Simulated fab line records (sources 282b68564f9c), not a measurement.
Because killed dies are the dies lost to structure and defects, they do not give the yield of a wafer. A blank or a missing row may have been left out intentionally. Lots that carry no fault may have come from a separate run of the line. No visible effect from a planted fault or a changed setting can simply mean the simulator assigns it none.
Which tool is to blame? -- flow rit cmos -- 42 wafers from 14 lots sampled at 3 of the route's 202 steps

== WHAT THE GAUGES SHOWED, per wafer ==
RIT_NWELL_TW_MEAS_10.
lot,measured,on,NWELL_TW
L853,day 1 22:23,film metro-03,2156 2158 2151
L855,day 2 12:08,film metro-03,2162 2161 2165
L857,day 2 18:14,film metro-03,2157 2157 2145
L858,day 3 00:53,film metro-04,2130 2129 2120
L859,day 3 05:01,film metro-01,2131 2140 2154
L860,day 3 11:36,film metro-03,2164 2153 2153
L863,day 4 00:29,film metro-04,2148 2137 2134
L864,day 4 08:04,film metro-03,2158 2156 2164
L866,day 4 16:29,film metro-01,2137 2139 2131
L867,day 4 21:50,film metro-03,2424 2421 2431
L868,day 5 04:02,film metro-04,2375 2377 2381
L873,day 6 02:21,film metro-01,2150 2150 2140
L874,day 6 07:14,film metro-03,2165 2175 2165
L875,day 6 12:16,film metro-04,2117 2105 2105

RIT_WELLDRIVE_RS_MEAS_01: measurement is done with a four-point probe.
lot,measured,on,NWELL_RS (ohm/sq)
L853,day 2 05:05,film metro-03,275.9 275.8 275.8
L855,day 2 19:25,film metro-03,274.3 274.9 274.5
L857,day 3 01:04,film metro-03,277.0 276.9 277.5
L858,day 3 07:35,film metro-04,276.4 276.0 275.1
L859,day 3 14:05,film metro-03,276.5 276.9 276.4
L860,day 3 20:28,film metro-04,274.5 276.0 276.0
L863,day 4 09:29,film metro-04,273.7 274.4 274.2
L864,day 4 14:53,film metro-04,276.6 276.1 276.2
L866,day 5 00:23,film metro-03,274.9 275.3 276.1
L867,day 5 05:28,film metro-04,222.5 222.5 222.6
L868,day 5 11:42,film metro-03,223.1 223.2 223.8
L873,day 6 09:38,film metro-04,274.4 275.9 274.5
L874,day 6 14:50,film metro-03,275.6 275.8 275.0
L875,day 6 20:16,film metro-01,276.8 276.4 276.3

== WHAT TOOL EACH LOT RAN ON (gives the tool, then ch and the chambers of the sampled wafers, and finally the start) ==
lot,RIT_NWELL_IMPLANT_08
L853,"implanter-04 ch 0, day 1 22:04"
L855,"implanter-02 ch 0, day 2 11:50"
L857,"implanter-04 ch 0, day 2 17:55"
L858,"implanter-04 ch 0, day 3 00:34"
L859,"implanter-04 ch 0, day 3 04:41"
L860,"implanter-01 ch 0, day 3 11:08"
L863,"implanter-02 ch 0, day 4 00:11"
L864,"implanter-01 ch 0, day 4 07:45"
L866,"implanter-02 ch 0, day 4 16:11"
L867,"implanter-01 ch 0, day 4 21:32"
L868,"implanter-01 ch 0, day 5 03:42"
L873,"implanter-04 ch 0, day 6 02:02"
L874,"implanter-04 ch 0, day 6 06:57"
L875,"implanter-04 ch 0, day 6 11:57"
- RIT_NWELL_IMPLANT_08

== AS READ BY THE TOOLS THEMSELVES (means over the sampled wafers that have a number; for cases with no such wafer, the mark the record gives instead) ==
RIT_NWELL_IMPLANT_08.
lot,tool,dose ions cm2,faraday current uA
L853,implanter-04,5.002e+13,158
L855,implanter-02,4.995e+13,159
L857,implanter-04,4.995e+13,159
L858,implanter-04,5.003e+13,157
L859,implanter-04,5.001e+13,158
L860,implanter-01,4.999e+13,159
L863,implanter-02,5.000e+13,161
L864,implanter-01,5.005e+13,159
L866,implanter-02,5.003e+13,160
L867,implanter-01,7.099e+13,225
L868,implanter-01,7.107e+13,230
L873,implanter-04,5.005e+13,162
L874,implanter-04,5.000e+13,156
L875,implanter-04,5.006e+13,158

== THE ANSWER, worked out from the rows above alone ==
Rule: usual is defined by the lots themselves. The widest of any qualifying gaps counts: lots, ordered by their means at a reading, are off when they make up no more than a third of the lots, leave a main group of 4 or more, and stand apart from it by 3 or more times the standard deviation of that group's means. If all means in a main group match to the digits the tables above print for the reading, that group is not used. A lot without any number at a reading at which 4 lots or more have one is off too. Any other lot the step has rows for is counted as sound. First the gauges in route order, then the tools' own readings, where a lot's mean is used as printed above. The first step at which some lot is off is used, and at that step the reading that is off furthest; a lot without a number counts as furthest.
Off: at RIT_NWELL_TW_MEAS_10 (NWELL_TW), L867, L868. The main group has a mean of 2146 with a standard deviation of 16.
If a tool, at a process step before that reading, ran all the lots that are off and no sound lot after the first of them, it fits. The gauges at RIT_NWELL_TW_MEAS_10 aren't tried: what is off there is off at RIT_NWELL_IMPLANT_08 too, on other tools, and a gauge's error can't cause that. One fits: implanter-01 at RIT_NWELL_IMPLANT_08. Its last sound lot is L864 (day 4 07:45), its first lot that is off L867 (day 4 21:32): a fault that began between those two fits.
The tool's own readings at RIT_NWELL_IMPLANT_08 bear it out: on the lots that are off they differ by more than 5 times the standard deviation of the sound lots' means. dose ions cm2 reads 7.103e+13 there against 5.001e+13 on the sound lots; faraday current uA reads 228 there against 159 on the sound lots.

== WHAT THE SIMULATOR PUT IN ==
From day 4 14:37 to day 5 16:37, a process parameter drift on implanter-01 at RIT_NWELL_IMPLANT_08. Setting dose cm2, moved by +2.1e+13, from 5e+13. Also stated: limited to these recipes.
Lots struck among those shown: L867, L868. The rule given above showed the same thing.
